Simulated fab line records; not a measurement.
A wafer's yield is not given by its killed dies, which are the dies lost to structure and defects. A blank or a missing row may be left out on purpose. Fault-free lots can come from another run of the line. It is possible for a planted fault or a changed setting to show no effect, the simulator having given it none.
Struck lot and sound lot, side by side / flow berkeleyCmos170 / 23 out of 331 route steps
Sound: wafers L463.2, L463.3, L463.4. Struck: wafers L470.2, L470.5, L470.6. Last of all comes the cause.
At each step with rows: each side's tool, then ch and its chambers, then its first start. Under that, the readings that differ: sound wafers / struck wafers / difference of the means / sigmas: that difference in standard deviations of wafers without a fault.
alike: words and numbers the same on both sides, and readings whose means are apart by under 2 such deviations; not compared: readings that were withheld, readings missing a value for some wafer, numbers with overlapping values and no deviation given by the record, and bounds like >300 which may hide the same value.
Wherever a step has rows on one side only, a row that says differs or no value, or a row with sigmas, the two part there. Non-overlapping numbers with no deviation appear without sigmas and do not part them. A reading that every wafer of one side lacks parts them only if that side has two wafers or more.

first, 5 steps without rows for these wafers: UCB170_PSD_COAT_01 (resist thk 900 nm); UCB170_PSD_SOFTBAKE_02 (time 60 s); UCB170_PSD_EXPOSE_03 (exposes mask PSELECT MOD, target cd 1200 nm); UCB170_PSD_PEB_04; UCB170_PSD_DEVELOP_05 (develop time 45 s).
UCB170_PSD_CD_MEAS_06: the cd target is 1200 nm.
  sound on cdSem-01 at day 8 06:31; struck on cdSem-01 at day 9 11:29
  alike: cdNm
UCB170_PSD_OVL_MEAS_07:
  sound on overlay-01 at day 8 06:37; struck on overlay-01 at day 9 11:35
  alike: PSD_OVL
then, 1 step without rows for these wafers: UCB170_PSD_IMPLANT_08.
UCB170_PSD_STRIP_09: strips in O2.
  sound on plasmaAsher-02 ch 0,1, day 8 06:47; struck on plasmaAsher-02 ch 0,1, day 9 11:46
  alike: chamberPressureMTorr, drypumpMotorCurrentA, oesProductAu, stripTimeToEndpointS
  not compared: rfHoursCounterH
UCB170_PSD_TW_MEAS_10:
  sound on filmMetro-02 at day 8 06:54; struck on filmMetro-03 at day 9 11:53
  alike: PSD_TW
then, 2 steps without rows for these wafers: UCB170_PSD_CLEAN_11 (cleans in SPM, time 600 s); UCB170_NSD_HMDS_00 (prime time 60 s).
UCB170_NSD_COAT_01: resist thk 900 nm.
  sound on lithoTrack-04 ch 0, day 8 07:50; struck on lithoTrack-04 ch 0, day 9 14:56
reading=model.KrF_of_NSD_COAT_01.thkNm (nm); sound=898.5 900.8 900.1; struck=934 936.8 933.5; difference=+35; sigmas=
  alike: chillPlateTempC, resistLineTempC
then, 3 steps without rows for these wafers: UCB170_NSD_SOFTBAKE_02 (time 60 s); UCB170_NSD_EXPOSE_03 (exposes mask NSELECT MOD, target cd 1200 nm); UCB170_NSD_PEB_04.
UCB170_NSD_DEVELOP_05: develop time 45 s.
  sound: lithoTrack-01 ch 0; struck: lithoTrack-01 ch 0
reading=model.KrF_of_NSD_COAT_01.thkNm (nm); sound=884.3 886.6 885.9; struck=919.8 922.6 919.3; difference=+35.0; sigmas=
  alike: chillPlateTempC, resistLineTempC
UCB170_NSD_CD_MEAS_06: the cd target is 1200 nm.
  sound on cdSem-02 at day 8 08:58; struck on cdSem-01 at day 9 16:14
reading=cdNm (nm); sound=1202.1 1202.3 1202.5; struck=1197.9 1197.3 1198.1; difference=-4.5; sigmas=-3
UCB170_NSD_OVL_MEAS_07:
  sound on overlay-01 at day 8 09:04; struck on overlay-02 at day 9 16:20
reading=NSD_OVL (nm); sound=-1 4 0; struck=-7 -14 -8; difference=-11; sigmas=-2
then, 1 step without rows for these wafers: UCB170_NSD_IMPLANT_08.
UCB170_NSD_STRIP_09: strips in O2.
  sound on plasmaAsher-04 ch 0,1, day 8 09:15; struck on plasmaAsher-04 ch 0,1, day 9 16:31
reading=stripTimeToEndpointS (s); sound=35.70 35.78 35.77; struck=36.63 36.74 36.62; difference=+0.91; sigmas=+16
  alike: chamberPressureMTorr, drypumpMotorCurrentA, oesProductAu
  not compared: rfHoursCounterH
UCB170_NSD_TW_MEAS_10:
  sound on filmMetro-03 at day 8 09:22; struck on filmMetro-02 at day 9 16:38
  alike: NSD_TW
UCB170_M3_PROBE_99:
  the record holds rows for the sound wafers here (prober-02, day 9 12:21) but none for the struck ones

WHERE THEY PART
At UCB170_NSD_CD_MEAS_06 first; at UCB170_M3_PROBE_99 last (within this record only).

WHY: whatever the simulator had introduced
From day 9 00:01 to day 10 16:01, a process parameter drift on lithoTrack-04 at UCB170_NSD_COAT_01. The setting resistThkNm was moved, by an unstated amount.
